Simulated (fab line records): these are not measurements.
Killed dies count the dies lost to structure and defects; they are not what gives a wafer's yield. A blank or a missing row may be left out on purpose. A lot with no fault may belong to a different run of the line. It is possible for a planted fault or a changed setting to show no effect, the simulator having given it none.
Shared-tool check	flow ritCmos	42 wafers sampled across 14 lots

REASON IT WAS OPENED
RIT_SDANNEAL_RS_MEAS_07, reading NLDD_RS: flagged on 2 of 14 lots. Fault-free wafers read 151.6 ohm/sq, with a standard deviation of 0.43.
Rule: a lot is flagged in two cases, either no wafer of it has a number, or all its wafers with numbers fall more than 4 standard deviations from that mean. The other lots count as sound.

lot	measured	on	NLDD_RS (ohm/sq), wafer by wafer	flag
L238	day 3 03:19	filmMetro-01	151.7 151.6 150.9	
L240	day 3 11:53	filmMetro-03	151.2 151.0 150.9	
L242	day 4 00:12	filmMetro-04	152.2 152.0 152.1	
L243	day 4 04:32	filmMetro-04	151.5 151.9 152.0	
L245	day 4 13:56	filmMetro-04	152.6 152.7 152.1	
L246	day 4 19:16	filmMetro-04	152.0 151.2 151.8	
L249	day 5 12:13	filmMetro-04	151.6 151.7 151.6	
L251	day 5 18:24	filmMetro-04	152.3 151.5 151.9	
L252	day 6 00:46	filmMetro-04	151.4 151.6 151.9	
L254	day 6 10:00	filmMetro-04	151.6 151.8 151.6	
L255	day 6 14:38	filmMetro-01	151.5 152.2 152.2	
L259	day 7 10:01	filmMetro-01	164.7 165.1 164.1	FLAGGED
L260	day 7 16:47	filmMetro-04	164.3 165.1 164.7	FLAGGED
L261	day 7 21:36	filmMetro-01	151.3 151.1 151.6	
On average the flagged lots' numbers are 164.7 ohm/sq, which is +13.1 ohm/sq against the usual, or +30 standard deviations.

LOT BY LOT: THE TOOL USED
Before the reading, the record contains 2 process steps out of a 202-step route. Cell contents, in order: the tool; ch with the chambers the sampled wafers went through; the start.
lot	flag	RIT_NLDD_IMPLANT_08	RIT_PLDD_STRIP_09
L238		implanter-04 ch 0, day 2 18:18	plasmaAsher-02 ch 0,1, day 2 19:50
L240		implanter-02 ch 0, day 3 03:20	plasmaAsher-04 ch 0,1, day 3 04:55
L242		implanter-04 ch 0, day 3 15:03	plasmaAsher-02 ch 0,1, day 3 16:38
L243		implanter-02 ch 0, day 3 20:04	plasmaAsher-04 ch 0,1, day 3 21:44
L245		implanter-02 ch 0, day 4 05:50	plasmaAsher-04 ch 0,1, day 4 07:33
L246		implanter-04 ch 0, day 4 10:04	plasmaAsher-01 ch 1, day 4 11:36
L249		implanter-04 ch 0, day 5 03:48	plasmaAsher-02 ch 1, day 5 05:29
L251		implanter-01 ch 0, day 5 10:02	plasmaAsher-01 ch 0,1, day 5 11:38
L252		implanter-04 ch 0, day 5 16:34	plasmaAsher-02 ch 0,1, day 5 18:17
L254		implanter-02 ch 0, day 6 01:49	plasmaAsher-01 ch 0,1, day 6 03:23
L255		implanter-02 ch 0, day 6 06:19	plasmaAsher-02 ch 0,1, day 6 07:56
L259	FLAGGED	implanter-02 ch 0, day 7 01:50	plasmaAsher-01 ch 0, day 7 03:25
L260	FLAGGED	implanter-02 ch 0, day 7 08:25	plasmaAsher-01 ch 1, day 7 10:07
L261		implanter-01 ch 0, day 7 13:13	plasmaAsher-02 ch 0,1, day 7 14:55
What these steps do:
- RIT_NLDD_IMPLANT_08
- RIT_PLDD_STRIP_09: strips in O2, time 180 s.
- RIT_SDANNEAL_RS_MEAS_07: measures by four-point-probe.

FLAGGED AGAINST TOTAL, ONE TOOL AT A TIME (gauges that did the reading follow at the end)
step	tool	lots run	flagged	share of the flagged lots	sound lots run after its first flagged lot
RIT_NLDD_IMPLANT_08	implanter-01	2	0	none	-
RIT_NLDD_IMPLANT_08	implanter-02	7	2	all	0
RIT_NLDD_IMPLANT_08	implanter-04	5	0	none	-
RIT_PLDD_STRIP_09	plasmaAsher-01	5	2	all	0
RIT_PLDD_STRIP_09	plasmaAsher-02	6	0	none	-
RIT_PLDD_STRIP_09	plasmaAsher-04	3	0	none	-
RIT_SDANNEAL_RS_MEAS_07	filmMetro-01	4	1	some	1 (L261)
RIT_SDANNEAL_RS_MEAS_07	filmMetro-03	1	0	none	-
RIT_SDANNEAL_RS_MEAS_07	filmMetro-04	9	1	some	0

THE TABLE: WHAT IT ALLOWS
In 2 table rows, all flagged lots were run: implanter-02 (RIT_NLDD_IMPLANT_08), plasmaAsher-01 (RIT_PLDD_STRIP_09).
- implanter-02 at RIT_NLDD_IMPLANT_08: 2 of its 7 lots flagged. Last sound lot L255 at day 6 06:19, first flagged lot L259 at day 7 01:50; a fault beginning in between fits. Its own readings (doseIonsCm2) fall more than 4 standard deviations out on all wafers of the flagged lots.
- plasmaAsher-01 at RIT_PLDD_STRIP_09: 2 of its 5 lots flagged. Last sound lot L254 at day 6 03:23, first flagged lot L259 at day 7 03:25; a fault beginning in between fits.
These 2 tools cannot be told apart by counting lots, since each of them fits a fault that started at some hour. More lots, or a look at what each step does to the wafer, might.

WHAT THE SIMULATOR PUT IN
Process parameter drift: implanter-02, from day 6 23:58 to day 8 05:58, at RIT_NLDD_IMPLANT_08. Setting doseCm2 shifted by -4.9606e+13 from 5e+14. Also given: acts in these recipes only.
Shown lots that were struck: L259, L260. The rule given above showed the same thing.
